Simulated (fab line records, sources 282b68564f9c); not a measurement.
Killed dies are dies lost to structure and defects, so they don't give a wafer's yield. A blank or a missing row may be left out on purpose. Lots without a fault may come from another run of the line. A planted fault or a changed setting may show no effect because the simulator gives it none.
Which tool did it? | flow rit_cmos | 13 lots, 39 wafers sampled, at 6 steps of a route of 202

WHAT THE GAUGES READ, wafer by wafer
RIT_FOX2_THK_MEAS_01.
lot  | measured    | on            | FOX2_OXIDE_THK (nm)
L439 | day 2 00:57 | film_metro-03 | 341 341 345
L440 | day 2 04:40 | film_metro-03 | 346 347 343
L441 | day 2 13:40 | film_metro-04 | 353 347 351
L442 | day 2 23:04 | film_metro-03 | 347 350 352
L443 | day 3 07:29 | film_metro-01 | 346 348 351
L444 | day 3 07:31 | film_metro-04 | 347 351 352
L445 | day 3 07:29 | film_metro-03 | 354 358 353
L446 | day 3 18:58 | film_metro-03 | 386 387 393
L447 | day 3 18:58 | film_metro-04 | 373 377 378
L448 | day 3 23:22 | film_metro-03 | 349 343 354
L449 | day 4 15:00 | film_metro-01 | 365 361 362
L461 | day 6 13:51 | film_metro-04 | 339 335 339
L462 | day 6 17:25 | film_metro-01 | 346 347 348

RIT_FOX2_THK_MEAS_90.
lot  | measured    | on            | FIELD_OXIDE_LEFT_1_THK (nm)
L439 | day 2 01:54 | film_metro-04 | 314 314 318
L440 | day 2 05:49 | film_metro-03 | 318 320 316
L441 | day 2 14:36 | film_metro-03 | 326 319 324
L442 | day 2 23:56 | film_metro-04 | 320 323 325
L443 | day 3 08:22 | film_metro-03 | 318 320 323
L444 | day 3 08:23 | film_metro-04 | 320 324 325
L445 | day 3 08:22 | film_metro-01 | 327 331 326
L446 | day 3 19:51 | film_metro-04 | 358 359 366
L447 | day 3 19:50 | film_metro-03 | 346 349 351
L448 | day 4 00:14 | film_metro-04 | 322 316 326
L449 | day 4 15:57 | film_metro-03 | 337 334 335
L461 | day 6 14:44 | film_metro-01 | 312 307 311
L462 | day 6 18:22 | film_metro-03 | 319 320 321

RIT_PWELL_TW_MEAS_10.
lot  | measured    | on            | PWELL_TW
L439 | day 2 05:15 | film_metro-04 | 952 950 949
L440 | day 2 09:02 | film_metro-02 | 955 955 958
L441 | day 2 17:57 | film_metro-04 | 948 948 952
L442 | day 3 03:17 | film_metro-02 | 960 958 953
L443 | day 3 11:48 | film_metro-02 | 953 954 959
L444 | day 3 12:00 | film_metro-01 | 969 967 967
L445 | day 3 12:13 | film_metro-04 | 938 945 938
L446 | day 3 23:22 | film_metro-01 | 969 969 968
L447 | day 3 23:17 | film_metro-04 | 939 941 937
L448 | day 4 03:28 | film_metro-02 | 959 960 965
L449 | day 4 19:26 | film_metro-04 | 950 954 952
L461 | day 6 18:47 | film_metro-04 | 947 941 945
L462 | day 6 21:59 | film_metro-01 | 965 964 956

RIT_FOX2_THK_MEAS_91.
lot  | measured    | on            | FIELD_OXIDE_LEFT_2_THK (nm)
L439 | day 2 16:14 | film_metro-04 | 247 247 251
L440 | day 2 22:37 | film_metro-01 | 251 253 248
L441 | day 3 11:50 | film_metro-03 | 259 252 256
L442 | day 3 16:23 | film_metro-01 | 251 255 257
L443 | day 3 21:34 | film_metro-03 | 249 252 254
L444 | day 3 22:05 | film_metro-01 | 252 256 257
L445 | day 3 21:49 | film_metro-04 | 259 263 258
L446 | day 4 13:08 | film_metro-04 | 290 291 297
L447 | day 4 13:25 | film_metro-04 | 277 281 282
L448 | day 4 13:14 | film_metro-01 | 254 248 258
L449 | day 5 11:58 | film_metro-04 | 269 266 267
L461 | day 7 04:11 | film_metro-04 | 243 239 243
L462 | day 7 08:34 | film_metro-03 | 251 251 252

WHICH TOOL RAN EACH LOT (tool, then ch and the chambers of the sampled wafers, then the start)
lot  | RIT_FOX2_OXIDATION_00        | RIT_NRETRO_STRIP_09
L439 | furnace-01 ch 0, day 1 23:38 | plasma_asher-03 ch 0,1, day 2 13:49
L440 | furnace-03 ch 0, day 2 03:21 | plasma_asher-03 ch 0,1, day 2 20:24
L441 | furnace-01 ch 0, day 2 12:19 | plasma_asher-01 ch 0,1, day 3 09:32
L442 | furnace-01 ch 0, day 2 21:44 | plasma_asher-02 ch 0,1, day 3 14:11
L443 | furnace-01 ch 0, day 3 06:10 | plasma_asher-02 ch 0,1, day 3 19:12
L444 | furnace-01 ch 0, day 3 06:10 | plasma_asher-01 ch 0,1, day 3 19:37
L445 | furnace-01 ch 0, day 3 06:10 | plasma_asher-03 ch 0,1, day 3 19:28
L446 | furnace-01 ch 0, day 3 17:39 | plasma_asher-02 ch 0,1, day 4 10:41
L447 | furnace-01 ch 0, day 3 17:39 | plasma_asher-01 ch 0,1, day 4 10:34
L448 | furnace-03 ch 0, day 3 22:02 | plasma_asher-03 ch 0,1, day 4 10:48
L449 | furnace-04 ch 0, day 4 13:41 | plasma_asher-01 ch 0,1, day 5 04:41
L461 | furnace-04 ch 0, day 6 12:31 | plasma_asher-01 ch 0,1, day 7 01:53
L462 | furnace-04 ch 0, day 6 16:06 | plasma_asher-03 ch 0,1, day 7 06:09
- RIT_FOX2_OXIDATION_00: target thk 350.7 nm, ox time 1130 s.
- RIT_NRETRO_STRIP_09: strips in O2, time 180 s.

WHAT THE TOOLS THEMSELVES READ (means of the sampled wafers that have a number; where no wafer has one, the mark that the record gives instead)
RIT_FOX2_OXIDATION_00.
lot  | tool       | spike_tc_centre_C (C) | spike_tc_load_C (C) | spike_tc_source_C (C) | tube_center_temp_C (C) | tube_center_temp_C_max
L439 | furnace-01 | 1103.0                | 1127.4              | 1129.5                | 1100                   | 1103.0
L440 | furnace-03 | 1103.1                | 1126.7              | 1124.1                | 1100                   | 1102.8
L441 | furnace-01 | 1102.0                | 1126.8              | 1130.1                | 1100                   | 1102.8
L442 | furnace-01 | 1103.3                | 1127.0              | 1129.6                | 1100                   | 1102.5
L443 | furnace-01 | 1102.2                | 1127.2              | 1129.3                | 1100                   | 1102.7
L444 | furnace-01 | 1103.5                | 1127.9              | 1128.6                | 1100                   | 1102.9
L445 | furnace-01 | 1101.7                | 1127.1              | 1129.9                | 1100                   | 1102.4
L446 | furnace-01 | 1123.9                | 1150.2              | 1151.4                | 1122                   | 1125.0
L447 | furnace-01 | 1124.4                | 1149.5              | 1151.9                | 1122                   | 1124.9
L448 | furnace-03 | 1104.2                | 1126.2              | 1124.3                | 1100                   | 1102.7
L449 | furnace-04 | 1102.7                | 1128.1              | 1129.2                | 1100                   | 1102.8
L461 | furnace-04 | 1103.0                | 1127.2              | 1130.0                | 1100                   | 1103.4
L462 | furnace-04 | 1102.4                | 1127.6              | 1130.5                | 1100                   | 1102.9

RIT_NRETRO_STRIP_09.
lot  | tool            | drypump_motor_current_A (A) | rf_refl_power_W (W)
L439 | plasma_asher-03 | 5.6                         | 8.0
L440 | plasma_asher-03 | 5.6                         | 6.8
L441 | plasma_asher-01 | 5.3                         | 6.7
L442 | plasma_asher-02 | 6.2                         | 8.0
L443 | plasma_asher-02 | 5.8                         | 7.6
L444 | plasma_asher-01 | 5.3                         | 6.9
L445 | plasma_asher-03 | 5.6                         | 6.8
L446 | plasma_asher-02 | 6.2                         | 7.9
L447 | plasma_asher-01 | 5.6                         | 7.6
L448 | plasma_asher-03 | 5.6                         | 7.2
L449 | plasma_asher-01 | 5.3                         | 7.0
L461 | plasma_asher-01 | 5.3                         | 7.0
L462 | plasma_asher-03 | 5.6                         | 7.0

THE ANSWER, worked out from the rows above alone
Rule: what is usual is taken from the lots themselves. Put in order of their means at a reading, lots are off if they are a third of the lots or fewer, leave a main group of 4 or more, and stand apart from it by a gap of 3 or more times the standard deviation of the main group's means; of several such gaps the widest counts. A main group whose means are all the same, to the digits that the tables above print for the reading, isn't used. A lot without any number at a reading at which 4 lots or more have one is off too. The other lots that the step has rows for count as sound. The gauges are gone through in route order, then the tools' own readings, and for those a lot's mean is taken as printed above. The first step at which some lot is off is used, and at that step the reading that is off furthest; a lot without a number counts as furthest.
Off: L446, L447, at RIT_FOX2_OXIDATION_00 (tube_center_temp_C_max). The main group: mean 1102.8, standard deviation 0.25.
A tool fits if, at that step or a process step before it, it ran every lot that is off, and no sound lot after the first of them. One fits: furnace-01 at RIT_FOX2_OXIDATION_00. Its last sound lot is L443 (day 3 06:10), its first lot that is off L446 (day 3 17:39): a fault that began between those two fits.
The tool's own readings at RIT_FOX2_OXIDATION_00 bear it out: on the lots that are off they differ by more than 5 times the standard deviation of the sound lots' means. spike_tc_centre_C reads 1124.2 C there against 1102.8 C on the sound lots; spike_tc_load_C reads 1149.8 C there against 1127.2 C on the sound lots; spike_tc_source_C reads 1151.7 C there against 1128.6 C on the sound lots; tube_center_temp_C reads 1122 C there against 1100 C on the sound lots; tube_center_temp_C_max reads 1125.0 there against 1102.8 on the sound lots.

WHAT THE SIMULATOR HAD PUT IN
Process parameter drift: furnace-01, from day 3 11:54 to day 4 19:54, at RIT_FOX2_OXIDATION_00. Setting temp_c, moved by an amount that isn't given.
Lots struck among those shown: L447, L446. The rule above found the same.
